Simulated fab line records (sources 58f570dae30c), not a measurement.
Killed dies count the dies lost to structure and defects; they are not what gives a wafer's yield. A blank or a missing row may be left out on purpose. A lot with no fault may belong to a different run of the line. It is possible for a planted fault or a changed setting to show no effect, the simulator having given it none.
Comparing a struck lot with a sound one    flow berkeley_cmos170    27 steps out of a route of 331
Sound: the wafers L536.4, L536.5, L536.6. Wafers L550.4, L550.5, L550.6 were the ones struck. At the end, the cause is stated.
For every step that has rows: the tool of each side, followed by ch and its chambers, followed by its first start. Under that, the readings that differ: sound wafers    struck wafers    difference of the means    sigmas: that difference in standard deviations of wafers without a fault.
alike: a reading whose means differ by less than 2 such deviations, as well as words and numbers matching on both sides. not compared: withheld readings; readings where some wafer has no value; bounds like >300 that might hide an equal value; numbers whose values overlap and for which the record gives no deviation.
The two part at a step that has a row with sigmas, a row that says differs or no value, or rows on one side only. Numbers that don't overlap but have no deviation are shown without sigmas and don't part them. Lack of a reading on every wafer of one side parts them only where that side has two or more wafers.

first, 1 step without rows for these wafers: UCB170_SILICIDE_PRE_CLEAN_00 (preclean etch time 60 s).
UCB170_SILICIDE_SPUTTER_01: material Ti, target thk 30 nm, time 25 s.
  struck on pvd_sputter-03, day 9 17:31; sound on pvd_sputter-02, day 6 01:37
  alike: throttle_valve_pct
UCB170_SILICIDE_RS_MEAS_02: measures by four-point-probe.
  struck on film_metro-03, day 9 17:37; sound on film_metro-03, day 6 01:43
  alike: SILICIDE_TI_RS
UCB170_SILICIDE_THK_MEAS_03: measures by xrf.
  struck on film_metro-03, day 9 17:42; sound on film_metro-03, day 6 01:48
  alike: SILICIDE_TI_THK
UCB170_SILICIDE_RTA_04: time 15 s.
  sound on rtp_anneal-01 ch 0, day 6 01:52; struck on rtp_anneal-01 ch 0, day 9 17:46
  alike: chamber_o2_ppm, lamp_power_pct, wafer_temp_C_max
then, 3 steps without rows for these wafers: UCB170_SILICIDE_WET_ETCH_05 (etches Ti in SPM, time 45 s); UCB170_CONTACT_CLEAN_00 (cleans in SPM, time 600 s); UCB170_CONTACT_CVD_01 (deposits PSG from SiH4/O2/PH3, target thk 700 nm, time 2820 s).
UCB170_CONTACT_THK_MEAS_02:
  struck on film_metro-03, day 9 19:51; sound on film_metro-01, day 6 04:44
reading               sound        struck       difference  sigmas
CONTACT_PSG_THK (nm)  691 693 696  701 703 712  +12         +2
then, 3 steps without rows for these wafers: UCB170_CONTACT_HMDS_03 (prime time 60 s); UCB170_CONTACT_COAT_04 (resist thk 900 nm); UCB170_CONTACT_SOFTBAKE_05 (time 60 s).
UCB170_CONTACT_STRIP_06: strips in O2.
  sound on plasma_asher-03 ch 0,1, day 6 05:52; struck on plasma_asher-03 ch 0,1, day 9 20:22
  no value came back on the struck wafers for chamber_pressure_mTorr (mTorr), drypump_motor_current_A (A), oes_product_au (a.u.), strip_time_to_endpoint_s (s); on the sound wafers chamber_pressure_mTorr (mTorr) reads 3501 3498 3503
reading                                   sound  struck             difference  sigmas
model.KrF_of_CONTACT_COAT_04.thk_nm (nm)  0 0 0  900.6 902.4 903.7  +902.2      
  not compared: rf_hours_counter_h
then, 1 step without rows for these wafers: UCB170_CONTACT_CLEAN_07 (cleans in SPM, time 600 s).
UCB170_CONTACT_RTA_08: time 10 s.
  sound on rtp_anneal-02 ch 0, day 6 06:23; struck on rtp_anneal-01 ch 0, day 9 20:54
  alike: chamber_o2_ppm, lamp_power_pct, wafer_temp_C_max
then, 6 steps without rows for these wafers: UCB170_CONTACT_COAT_09; UCB170_CONTACT_COAT_10 (resist thk 900 nm); UCB170_CONTACT_SOFTBAKE_11 (time 60 s); UCB170_CONTACT_EXPOSE_12 (exposes mask CONT, target cd 700 nm); UCB170_CONTACT_PEB_13; UCB170_CONTACT_DEVELOP_14 (develop time 45 s).
UCB170_CONTACT_CD_MEAS_15: target cd 700 nm.
  struck on cd_sem-02, day 9 21:58; sound on cd_sem-02, day 6 07:53
  alike: cd_nm
UCB170_CONTACT_OVL_MEAS_16:
  struck on overlay-01, day 9 22:02; sound on overlay-02, day 6 07:58
reading           sound      struck  difference  sigmas
CONTACT_OVL (nm)  -14 -5 -9  7 6 7   +16         +3
UCB170_CONTACT_ETCH_17: etches BARC in N2/H2.
  sound on rie_diel-02 ch 0,3, day 6 07:59; struck on rie_diel-03 ch 0,1,3, day 9 22:04
  alike: drypump_motor_current_A, oes_product_au, throttle_valve_pct
UCB170_CONTACT_ETCH_18: etches PSG in CHF3/CF4/Ar, stops on TiSi2, target depth 840 nm, time 195 s.
  sound: rie_diel-02 ch 0,3; struck: rie_diel-03 ch 0,1,3
  alike: drypump_motor_current_A, oes_product_au, throttle_valve_pct
  not compared: rf_hours_counter_h
UCB170_CONTACT_STRIP_19: strips in O2.
  sound on plasma_asher-02 ch 0,1, day 6 08:11; struck on plasma_asher-04 ch 0,1, day 9 22:16
reading                sound              struck             difference  sigmas
oes_product_au (a.u.)  0.731 0.724 0.721  0.742 0.739 0.740  +0.015      +4
  alike: chamber_pressure_mTorr, drypump_motor_current_A
  not compared: rf_hours_counter_h
UCB170_CONTACT_CD_MEAS_90: target cd 700 nm.
  struck on cd_sem-01, day 9 22:23; sound on cd_sem-01, day 6 08:19
  alike: cd_nm

## WHERE THEY PART
At UCB170_CONTACT_THK_MEAS_02 first; at UCB170_CONTACT_STRIP_19 last (within this record only). Later steps at which nothing parts them and some readings are alike: UCB170_CONTACT_CD_MEAS_90.

WHY: what had been put in by the simulator
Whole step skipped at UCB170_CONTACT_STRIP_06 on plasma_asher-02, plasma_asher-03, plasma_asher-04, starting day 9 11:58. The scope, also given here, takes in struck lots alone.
